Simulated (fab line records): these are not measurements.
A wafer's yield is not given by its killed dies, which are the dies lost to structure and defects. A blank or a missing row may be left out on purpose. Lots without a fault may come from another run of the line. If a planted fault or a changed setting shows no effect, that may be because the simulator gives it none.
What tool caused it? + flow rit-cmos + 15 lots with 45 wafers sampled at 3 steps, on a route of 202 steps

## WHAT EACH GAUGE READ, for each wafer
RIT_NSD_OVL_MEAS_06. Usual: NSD_OVL 0.3 nm, standard deviation 1.5.
| lot  | measured    | on         | NSD_OVL (nm)   | flag |
|------|-------------|------------|----------------|------|
| L720 | day 3 18:08 | overlay-01 | -0.1 -0.5 -0.3 |      |
| L722 | day 4 03:49 | overlay-01 | 0.4 -1.0 1.8   |      |
| L723 | day 4 08:34 | overlay-01 | 0.8 -0.6 0.0   |      |
| L725 | day 4 18:56 | overlay-02 | 0.2 -2.3 -0.3  |      |
| L726 | day 4 23:06 | overlay-01 | 0.6 0.0 -0.4   |      |
| L727 | day 5 03:01 | overlay-01 | 0.9 2.2 -0.4   |      |
| L728 | day 5 08:49 | overlay-02 | 0.3 -0.9 0.0   |      |
| L729 | day 5 12:53 | overlay-01 | 4.0 2.5 2.7    |      |
| L730 | day 5 16:24 | overlay-01 | 0.7 -0.7 0.0   |      |
| L733 | day 6 02:48 | overlay-02 | - - -          | OFF  |
| L732 | day 6 02:59 | overlay-01 | - - -          | OFF  |
| L734 | day 6 10:53 | overlay-02 | - - -          | OFF  |
| L735 | day 6 16:08 | overlay-01 | 0.3 -0.4 -2.2  |      |
| L736 | day 6 19:59 | overlay-01 | -0.7 0.7 -0.3  |      |
| L742 | day 8 03:54 | overlay-02 | -0.2 0.0 -0.3  |      |

RIT_PSD_TW_MEAS_10. Usual: PSD_TW 3404, standard deviation 19.
| lot  | measured    | on            | PSD_TW                        | flag |
|------|-------------|---------------|-------------------------------|------|
| L720 | day 3 20:16 | film-metro-01 | 3407 3420 3420                |      |
| L722 | day 4 05:44 | film-metro-04 | 3408 3392 3401                |      |
| L723 | day 4 10:38 | film-metro-01 | 3448 3451 3454                |      |
| L725 | day 4 20:53 | film-metro-04 | 3398 3395 3413                |      |
| L726 | day 5 01:02 | film-metro-03 | 3393 3387 3369                |      |
| L727 | day 5 05:26 | film-metro-01 | 3412 3416 3422                |      |
| L728 | day 5 11:10 | film-metro-03 | 3379 3393 3373                |      |
| L729 | day 5 15:13 | film-metro-03 | 3380 3387 3401                |      |
| L730 | day 5 18:26 | film-metro-03 | 3401 3414 3402                |      |
| L733 | day 6 04:48 | film-metro-04 | 3611 3583 3594 3589 3600 3609 | OFF  |
| L732 | day 6 05:02 | film-metro-04 | 3610 3598 3583 3597 3593 3595 | OFF  |
| L734 | day 6 12:50 | film-metro-04 | 3604 3593 3602 3583 3596 3602 | OFF  |
| L735 | day 6 18:04 | film-metro-01 | 3402 3397 3400                |      |
| L736 | day 6 21:55 | film-metro-01 | 3426 3420 3422                |      |
| L742 | day 8 05:58 | film-metro-03 | 3427 3422 3412                |      |

## WHICH TOOL RAN EACH LOT (tool, then ch and the chambers of the sampled wafers, then the start)
| lot  | RIT_NSD_COAT_01                  |
|------|----------------------------------|
| L720 | litho-track-03 ch 0, day 3 17:22 |
| L722 | litho-track-03 ch 0, day 4 02:59 |
| L723 | litho-track-04 ch 0, day 4 07:53 |
| L725 | litho-track-04 ch 0, day 4 18:17 |
| L726 | litho-track-02 ch 0, day 4 22:17 |
| L727 | litho-track-02 ch 0, day 5 02:12 |
| L728 | litho-track-04 ch 0, day 5 08:01 |
| L729 | litho-track-03 ch 0, day 5 12:13 |
| L730 | litho-track-02 ch 0, day 5 15:35 |
| L733 | litho-track-04, day 6 02:06      |
| L732 | litho-track-02, day 6 02:19      |
| L734 | litho-track-03, day 6 10:13      |
| L735 | litho-track-03 ch 0, day 6 15:24 |
| L736 | litho-track-03 ch 0, day 6 19:16 |
| L742 | litho-track-02 ch 0, day 8 03:05 |
- RIT_NSD_COAT_01: resist thk 1000 nm.

## AS READ BY THE TOOLS THEMSELVES (means over the sampled wafers that have a number; for cases with no such wafer, the mark the record gives instead)
RIT_NSD_COAT_01. Usual: chill-plate-temp-C 23.00 C, standard deviation 0.1; dispense-pressure-kPa 51.1 kPa, standard deviation 1.8.
| lot  | tool           | chill-plate-temp-C (C) | dispense-pressure-kPa (kPa) | flag |
|------|----------------|------------------------|-----------------------------|------|
| L720 | litho-track-03 | 23.18                  | 50.0                        |      |
| L722 | litho-track-03 | 23.02                  | 49.9                        |      |
| L723 | litho-track-04 | 22.84                  | 54.9                        |      |
| L725 | litho-track-04 | 22.95                  | 54.9                        |      |
| L726 | litho-track-02 | 23.09                  | 51.1                        |      |
| L727 | litho-track-02 | 22.97                  | 51.1                        |      |
| L728 | litho-track-04 | 22.97                  | 54.9                        |      |
| L729 | litho-track-03 | 22.97                  | 49.9                        |      |
| L730 | litho-track-02 | 23.07                  | 51.1                        |      |
| L733 | litho-track-04 | -                      | -                           | OFF  |
| L732 | litho-track-02 | -                      | -                           | OFF  |
| L734 | litho-track-03 | -                      | -                           | OFF  |
| L735 | litho-track-03 | 22.87                  | 49.9                        |      |
| L736 | litho-track-03 | 22.97                  | 50.0                        |      |
| L742 | litho-track-02 | 23.09                  | 51.0                        |      |

## THE ANSWER, worked out from the rows above alone
Rule: lot off if the mean of its wafers having a number is beyond 3 standard deviations from the usual mean. Also off: a lot with no number at a reading for which 4 or more lots have one. All remaining lots with rows at the step are treated as sound. The gauges are gone through in route order, then the tools' own readings, and for those a lot's mean is taken as printed above. At the first step where some lot is off, the reading lying furthest off is the one used; lots without a number count as furthest.
Off: at RIT_NSD_OVL_MEAS_06 (NSD_OVL), L733, L732, L734. Without a number there: L733, L732, L734.
A tool fits if, at a process step before that reading, it ran every lot that is off, and no sound lot after the first of them. The gauges at RIT_NSD_OVL_MEAS_06 aren't tried: what is off there is off at RIT_PSD_TW_MEAS_10 too, on other tools, and a gauge's error can't cause that. Of those tried, none fits.

## WHAT THE SIMULATOR PUT IN
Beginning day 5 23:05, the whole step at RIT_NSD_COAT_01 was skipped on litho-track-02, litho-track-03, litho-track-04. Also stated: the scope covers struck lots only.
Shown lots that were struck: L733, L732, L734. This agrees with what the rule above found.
